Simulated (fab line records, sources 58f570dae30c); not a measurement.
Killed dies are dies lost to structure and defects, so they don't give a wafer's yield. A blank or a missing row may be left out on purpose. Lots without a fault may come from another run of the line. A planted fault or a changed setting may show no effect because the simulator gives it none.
A struck lot beside a sound one | flow berkeley_cmos170 | 15 steps out of a route of 331
Sound: wafers L246.2, L246.3, L246.4. Struck: wafers L250.2, L250.3, L250.4. The cause comes at the end.
At each step with rows: each side's tool, then ch and its chambers, then its first start. Under that, the readings that differ: sound wafers | struck wafers | difference of the means | sigmas: that difference in standard deviations of wafers without a fault.
alike: readings whose means differ by less than 2 such deviations, and words and numbers that are the same on both sides. not compared: withheld readings, readings that some wafer has no value for, bounds like >300 that may hide the same value, and numbers for which the record gives no deviation and whose values overlap.
The two part at a step that has a row with sigmas, a row that says differs or no value, or rows on one side only. Numbers that don't overlap but have no deviation are shown without sigmas and don't part them. A reading that every wafer of one side lacks parts them only if that side has two wafers or more.

first, 6 steps without rows for these wafers: UCB170_ZERO_HMDS_00 (prime time 60 s); UCB170_ZERO_COAT_01 (resist thk 900 nm); UCB170_ZERO_SOFTBAKE_02 (time 60 s); UCB170_ZERO_EXPOSE_03 (exposes mask PM MARKS, target cd 4000 nm); UCB170_ZERO_PEB_04; UCB170_ZERO_DEVELOP_05 (develop time 45 s).
UCB170_ZERO_ETCH_06: etches SiO2 in CHF3/CF4/Ar, time 12 s.
  sound on rie_diel-03 ch 0,1,2, day 3 00:18; struck on rie_diel-01 ch 0,1,2, day 3 18:55
  alike: drypump_motor_current_A, mfc_ar_sccm, oes_product_au, throttle_valve_pct
  not compared: rf_hours_counter_h
UCB170_ZERO_STRIP_07: strips in O2.
  sound on plasma_asher-04 ch 0,1, day 3 00:20; struck on plasma_asher-01 ch 0,1, day 3 18:56
  reading                     | sound       | struck      | difference | sigmas
  drypump_motor_current_A (A) | 6.2 6.2 5.9 | 5.2 5.2 5.1 | -0.9       | -2
  alike: oes_product_au, strip_time_to_endpoint_s
  not compared: rf_hours_counter_h
then, 2 steps without rows for these wafers: UCB170_NWELL_WET_ETCH_00 (etches SiO2 in dHF, time 200 s); UCB170_NWELL_OXIDATION_01 (target thk 26.4 nm, ox time 1260 s).
UCB170_NWELL_THK_MEAS_02:
  sound on film_metro-03, day 3 04:37; struck on film_metro-01, day 4 00:27
  alike: NWELL_OXIDE_THK
then, 1 step without rows for these wafers: UCB170_NWELL_ANNEAL_03 (time 900 s).
UCB170_NWELL_CVD_04: deposits Si3N4 from SiH2Cl2/NH3, target thk 224 nm, time 3360 s.
  sound on lpcvd-01 ch 1, day 3 11:17; struck on lpcvd-02 ch 1, day 4 06:52
  reading                                 | sound             | struck            | difference | sigmas
  model.Si3N4_of_NWELL_CVD_04.thk_nm (nm) | 226.1 227.5 226.1 | 341.8 339.3 341.1 | +114.2     |
  alike: spike_tc_source_C
UCB170_NWELL_THK_MEAS_05:
  sound on film_metro-03, day 3 13:13; struck on film_metro-04, day 4 09:02
  reading                | sound             | struck            | difference | sigmas
  NWELL_NITRIDE_THK (nm) | 226.2 227.4 225.9 | 341.9 339.5 341.2 | +114.4     | +54
  not compared: hold
then, 1 step without rows for these wafers: UCB170_M3_PROBE_99.

WHERE THEY PART
First at UCB170_ZERO_STRIP_07; last, within this record, at UCB170_NWELL_THK_MEAS_05.

WHY: what the simulator had put in
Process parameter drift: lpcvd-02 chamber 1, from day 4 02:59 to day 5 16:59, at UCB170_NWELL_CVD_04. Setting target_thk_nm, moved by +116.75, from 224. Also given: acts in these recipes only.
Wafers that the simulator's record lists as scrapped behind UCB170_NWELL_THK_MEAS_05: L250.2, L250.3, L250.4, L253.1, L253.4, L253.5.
